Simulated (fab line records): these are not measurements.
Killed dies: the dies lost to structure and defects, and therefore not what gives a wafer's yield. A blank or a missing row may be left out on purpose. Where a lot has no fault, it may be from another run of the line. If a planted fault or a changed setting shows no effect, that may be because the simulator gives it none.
Matching of chambers    flow berkeleyCmos170    4 sister chambers for UCB170_SPACER_ETCHBACK_03 on rieDiel-04
The step etches SiO2 in CHF3/CF4/Ar, stops on Si, target depth 376 nm, time 100 s. 7 wafers are shown with their chamber, then 7 later ones without.

## WAFERS, EACH WITH ITS CHAMBER
wafer   chamber  drypumpMotorCurrentA (A)  throttleValvePct (%)
L660.1  3        6.0                       6.53
L660.6  2        5.1                       6.48
L666.5  0        5.6                       6.37
L669.2  3        6.0                       6.51
L669.6  1        5.6                       6.49
L671.1  1        5.5                       6.48
L671.3  2        5.1                       6.49

## WAFERS MISSING THEIR CHAMBER
wafer   drypumpMotorCurrentA (A)  throttleValvePct (%)
L671.5  5.7                       6.37
L674.3  5.6                       6.48
L674.4  5.7                       6.37
L674.5  5.6                       6.48
L677.4  5.7                       6.39
L677.5  5.6                       6.39
L677.6  5.6                       6.49

## THE CHAMBER EACH PASSED THROUGH
wafer   from the rows above  in truth
L671.5  0                    0
L674.3  1                    1
L674.4  0                    0
L674.5  1                    1
L677.4  0                    0
L677.5  0                    0
L677.6  1                    1
Correct placement for 7 of the 7. Number that these rows cannot place: 0. Wrongly placed: 0.
How it was worked out, from the rows above alone: a wafer's distance from a chamber is the root of the sum, over the readings, of the square of ((its reading less the chamber's mean) divided by the reading's scatter). If the next closest chamber is less than 2 further off than the closest, the wafer can't be placed; otherwise it belongs to the closest. Each chamber's mean is taken over the wafers shown for it. How the scatter is found: for the shown wafers, subtract from each reading the mean of its chamber, square and add these, divide the total by (wafers less chambers), then take the root.
